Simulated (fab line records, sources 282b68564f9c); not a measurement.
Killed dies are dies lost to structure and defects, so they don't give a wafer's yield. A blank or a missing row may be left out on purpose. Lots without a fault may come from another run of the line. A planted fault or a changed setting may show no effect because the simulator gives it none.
A struck lot beside a sound one | flow rit_cmos | 34 steps out of a route of 202
Sound: wafers L716.1, L716.4, L716.6. Struck: wafers L723.1, L723.3, L723.5. The cause comes at the end.
At each step with rows: each side's tool, then ch and its chambers, then its first start. Under that, the readings that differ: sound wafers | struck wafers | difference of the means | sigmas: that difference in standard deviations of wafers without a fault.
alike: readings whose means differ by less than 2 such deviations, and words and numbers that are the same on both sides. not compared: withheld readings, readings that some wafer has no value for, bounds like >300 that may hide the same value, and numbers for which the record gives no deviation and whose values overlap.
The two part at a step that has a row with sigmas, a row that says differs or no value, or rows on one side only. Numbers that don't overlap but have no deviation are shown without sigmas and don't part them. A reading that every wafer of one side lacks parts them only if that side has two wafers or more.

first, 2 steps without rows for these wafers: RIT_SPACER_CLEAN_02 (cleans in SC2, time 600 s); RIT_SPACER_CVD_03 (deposits Si3N4 from SiH2Cl2/NH3, target thk 250 nm, time 3300 s).
RIT_SPACER_THK_MEAS_04:
  sound on film_metro-03, day 3 23:32; struck on film_metro-01, day 5 09:30
  alike: SPACER_NITRIDE_THK
RIT_SPACER_ETCHBACK_05: etches Si3N4 in SF6/CHF3, stops on SiO2, target depth 250 nm, time 240 s.
  sound on rie_diel-01 ch 2,3, day 3 23:35; struck on rie_diel-01 ch 1,2, day 5 09:34
  reading               | sound             | struck            | difference | sigmas
  oes_product_au (a.u.) | 0.868 0.845 0.872 | 0.839 0.828 0.827 | -0.030     | -2
  alike: drypump_motor_current_A, throttle_valve_pct
  not compared: rf_hours_counter_h
then, 6 steps without rows for these wafers: RIT_NSD_HMDS_00 (prime time 60 s); RIT_NSD_COAT_01 (resist thk 1000 nm); RIT_NSD_SOFTBAKE_02 (time 60 s); RIT_NSD_EXPOSE_03 (exposes mask M9, target cd 40700 nm); RIT_NSD_PEB_04; RIT_NSD_DEVELOP_05 (develop time 50 s).
RIT_NSD_OVL_MEAS_06:
  sound on overlay-01, day 4 00:50; struck on overlay-02, day 5 10:41
  alike: NSD_OVL
then, 1 step without rows for these wafers: RIT_NSD_HARDBAKE_07 (time 60 s).
RIT_NSD_IMPLANT_08:
  sound on implanter-01 ch 0, day 4 01:01; struck on implanter-04 ch 0, day 5 10:52
  reading                   | sound                | struck               | difference | sigmas
  beam_energy_keV           | 25.000 24.994 25.010 | 20.505 20.492 20.500 | -4.502     | -99 or more
  model.implant.rp_nm (nm)  | 31.68 31.68 31.68    | 28.56 28.56 28.56    | -3.12      |
  model.implant.drp_nm (nm) | 14.84 14.84 14.84    | 13.16 13.16 13.16    | -1.68      |
  alike: beam_on_s, dose_ions_cm2
RIT_NSD_STRIP_09: strips in O2, time 180 s.
  sound on plasma_asher-01 ch 0,1, day 4 01:10; struck on plasma_asher-01 ch 0,1, day 5 11:01
  alike: drypump_motor_current_A
  not compared: rf_hours_counter_h
RIT_NSD_TW_MEAS_10:
  sound on film_metro-04, day 4 01:20; struck on film_metro-03, day 5 11:12
  alike: NSD_TW
then, 6 steps without rows for these wafers: RIT_PSD_HMDS_00 (prime time 60 s); RIT_PSD_COAT_01 (resist thk 1000 nm); RIT_PSD_SOFTBAKE_02 (time 60 s); RIT_PSD_EXPOSE_03 (exposes mask M10, target cd 40900 nm); RIT_PSD_PEB_04; RIT_PSD_DEVELOP_05 (develop time 50 s).
RIT_PSD_OVL_MEAS_06:
  sound on overlay-01, day 4 02:15; struck on overlay-01, day 5 12:07
  alike: PSD_OVL
then, 2 steps without rows for these wafers: RIT_PSD_HARDBAKE_07 (time 60 s); RIT_PSD_IMPLANT_08.
RIT_PSD_STRIP_09: strips in O2, time 180 s.
  sound on plasma_asher-01 ch 0,1, day 4 02:35; struck on plasma_asher-04 ch 1, day 5 12:27
  alike: drypump_motor_current_A
  not compared: rf_hours_counter_h
RIT_PSD_TW_MEAS_10:
  sound on film_metro-01, day 4 02:46; struck on film_metro-04, day 5 12:37
  reading | sound          | struck         | difference | sigmas
  PSD_TW  | 3495 3485 3493 | 3376 3392 3370 | -112       | -3
then, 3 steps without rows for these wafers: RIT_SDANNEAL_CLEAN_00 (cleans in SC1, time 579.2 s); RIT_SDANNEAL_CLEAN_01 (cleans in dHF, time 30 s); RIT_SDANNEAL_CLEAN_02 (cleans in SC2, time 600 s).
RIT_SDANNEAL_RTA_03: time 4.891 s.
  sound on rtp_anneal-01 ch 0, day 4 03:12; struck on rtp_anneal-01 ch 0, day 5 13:04
  alike: anneal_temp_c_max, ramp_down_c_per_s, wafer_temp_C_max
RIT_SDANNEAL_RS_MEAS_04: measures by four-point-probe.
  sound on film_metro-04, day 4 03:16; struck on film_metro-01, day 5 13:07
  alike: PSD_RS
RIT_SDANNEAL_RS_MEAS_05: measures by four-point-probe.
  sound on film_metro-04, day 4 03:23; struck on film_metro-01, day 5 13:14
  reading         | sound             | struck            | difference | sigmas
  NSD_RS (ohm/sq) | 84.35 84.74 84.37 | 86.15 86.44 86.14 | +1.76      | +6
RIT_SDANNEAL_RS_MEAS_06: measures by four-point-probe.
  sound on film_metro-04, day 4 03:30; struck on film_metro-01, day 5 13:22
  alike: PLDD_RS
RIT_M1_PROBE_99:
  sound on prober-02, day 4 11:40; struck on prober-01, day 5 20:23
  reading                                   | sound                | struck              | difference | sigmas
  model.etest.contact_nplus.end_ohm_um      | 40.67 41 41.11       | 45.85 45.7 46.46    | +5.08      |
  model.etest.nmos_0p15.junction_log10_a_um | -13.52 -13.41 -13.66 | -13.4 -13.29 -13.2  | +0.2       |
  model.etest.nmos_narrow.off_log10_a_um    | -13.17 -13.34 -13.26 | -13.15 -13.03 -13.1 | +0.16      |
  alike: killed_at_M0_to_M3, killed_at_contacts, killed_at_front_end, killed_dies, killed_on_rim, killed_open, killed_short

WHERE THEY PART
First at RIT_SPACER_ETCHBACK_05; last, within this record, at RIT_SDANNEAL_RS_MEAS_05. Later steps at which nothing parts them and some readings are alike: RIT_SDANNEAL_RS_MEAS_06, RIT_M1_PROBE_99.

WHY: what the simulator had put in
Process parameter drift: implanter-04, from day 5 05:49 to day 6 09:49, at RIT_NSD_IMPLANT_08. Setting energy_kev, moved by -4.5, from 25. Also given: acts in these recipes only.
